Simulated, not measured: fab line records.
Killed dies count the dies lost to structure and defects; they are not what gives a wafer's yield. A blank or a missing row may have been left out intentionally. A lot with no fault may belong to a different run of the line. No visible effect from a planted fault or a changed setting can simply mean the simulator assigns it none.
A lot that was struck, set against a sound lot || flow rit cmos || 20 out of 202 route steps
Sound: wafers L703.1, L703.2, L703.6. Wafers L710.2, L710.4, L710.6 were the ones struck. At the end, the cause is stated.
Per side, at each step with rows, come the tool, then ch with its chambers, and then its first start. Under that, the readings that differ: sound wafers || struck wafers || difference of the means || sigmas: that difference in standard deviations of wafers without a fault.
alike: words and numbers the same on both sides, and readings whose means are apart by under 2 such deviations; not compared: readings that were withheld, readings missing a value for some wafer, numbers with overlapping values and no deviation given by the record, and bounds like >300 which may hide the same value.
Wherever a step has rows on one side only, a row that says differs or no value, or a row with sigmas, the two part there. Numbers that have no deviation but don't overlap get no sigmas and don't part them. A reading that every wafer of one side lacks parts them only if that side has two wafers or more.

RIT_ACTIVE_BOW_MEAS_00:
  sound: film metro-01 at day 2 06:00; struck: film metro-03 at day 3 17:01
  alike: INCOMING_BOW
then, 1 step without rows for these wafers: RIT_ACTIVE_OXIDATION_01 (target thk 46.8 nm, ox time 3360 s).
RIT_ACTIVE_THK_MEAS_02:
  sound: film metro-01 at day 2 08:37; struck: film metro-02 at day 3 19:04
  alike: ACTIVE_OXIDE_THK
RIT_ACTIVE_CVD_03: deposits Si3N4 from SiH2Cl2/NH3, target thk 150 nm, time 1527 s.
  sound on lpcvd-01 ch 0, day 2 08:41; struck on lpcvd-01 ch 1, day 3 19:07
{"reading": "spike tc centre C (C)", "sound": "814.1 814.5 813.9", "struck": "856.7 856.3 856.5", "difference": "+42.3", "sigmas": "+30"}
{"reading": "spike tc load C (C)", "sound": "835.0 835.5 833.2", "struck": "883.4 881.4 881.8", "difference": "+47.6", "sigmas": "+37"}
{"reading": "spike tc source C (C)", "sound": "835 837 835", "struck": "877 878 877", "difference": "+42", "sigmas": "+12"}
{"reading": "model.Si3N4_of_ACTIVE_CVD_03.thk nm (nm)", "sound": "152.9 152.5 153.4", "struck": "255.5 256.5 256.4", "difference": "+103.2", "sigmas": ""}
RIT_ACTIVE_THK_MEAS_04:
  sound: film metro-01 at day 2 10:49; struck: film metro-02 at day 3 20:32
{"reading": "ACTIVE_NITRIDE_THK (nm)", "sound": "152.7 152.6 153.5", "struck": "255.5 256.5 256.7", "difference": "+103.3", "sigmas": "+94"}
then, 6 steps without rows for these wafers: RIT_ACTIVE_HMDS_05 (prime time 60 s); RIT_ACTIVE_COAT_06 (resist thk 1000 nm); RIT_ACTIVE_SOFTBAKE_07 (time 60 s); RIT_ACTIVE_EXPOSE_08 (exposes mask M1, target cd 1400 nm); RIT_ACTIVE_PEB_09; RIT_ACTIVE_DEVELOP_10 (develop time 50 s).
RIT_ACTIVE_CD_MEAS_11: the cd target is 1400 nm.
  sound: cd sem-02 at day 2 11:50; struck: cd sem-01 at day 3 21:28
  alike: cd nm
then, 1 step without rows for these wafers: RIT_ACTIVE_HARDBAKE_12 (time 60 s).
RIT_ACTIVE_ETCH_13: etches Si3N4 in SF6, stops on SiO2, time 210 s, target depth 210 nm.
  sound on rie diel-04 ch 0,2, day 2 12:07; struck on rie diel-04 ch 0,1,2, day 3 21:43
{"reading": "oes product au (a.u.)", "sound": "0.830 0.821 0.831", "struck": "0.993 1.001 0.973", "difference": "+0.162", "sigmas": "+15"}
{"reading": "model.etch.depth nm (nm)", "sound": "152.9 152.5 153.4", "struck": "206.8 210.4 206.5", "difference": "+55.0", "sigmas": ""}
{"reading": "model.ACTIVE.feature depth nm (nm)", "sound": "153.2 152.5 153.8", "struck": "206.8 210.4 206.5", "difference": "+54.7", "sigmas": ""}
  alike: chamber pressure mTorr, drypump motor current A, throttle valve pct
  not compared: rf hours counter h
RIT_ACTIVE_STRIP_14: strips in O2, time 180 s.
  sound on plasma asher-01 ch 0,1, day 2 12:15; struck on plasma asher-03 ch 0,1, day 3 21:50
  alike: chamber pressure mTorr, drypump motor current A, o2 flow sccm
  not compared: rf hours counter h
RIT_ACTIVE_CD_MEAS_90: the cd target is 1400 nm.
  sound: cd sem-02 at day 2 12:25; struck: cd sem-02 at day 3 22:02
  alike: cd nm
then, 1 step without rows for these wafers: RIT_ACTIVE_CLEAN_15 (cleans in SC1, time 600 s).
RIT_ACTIVE_CLEAN_16: cleans in dHF, time 30 s.
  sound on wet bench-01 ch 3, day 2 12:43; struck on wet bench-04 ch 2, day 3 22:21
{"reading": "model.Si3N4_of_ACTIVE_CVD_03.thk nm (nm)", "sound": "152 151.7 152.6", "struck": "254.7 255.6 255.6", "difference": "+103.2", "sigmas": ""}
then, 1 step without rows for these wafers: RIT_ACTIVE_CLEAN_17 (cleans in SC2, time 600 s).
RIT_M1_PROBE_99:
  the record has rows for the struck wafers here (prober-01, day 5 22:14) and none for the sound ones

WHERE THEY PART
Last at RIT_M1_PROBE_99 as far as this record goes, first at RIT_ACTIVE_CVD_03.

WHY: what had been put in by the simulator
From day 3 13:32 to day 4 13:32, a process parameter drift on lpcvd-01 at RIT_ACTIVE_CVD_03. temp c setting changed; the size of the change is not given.
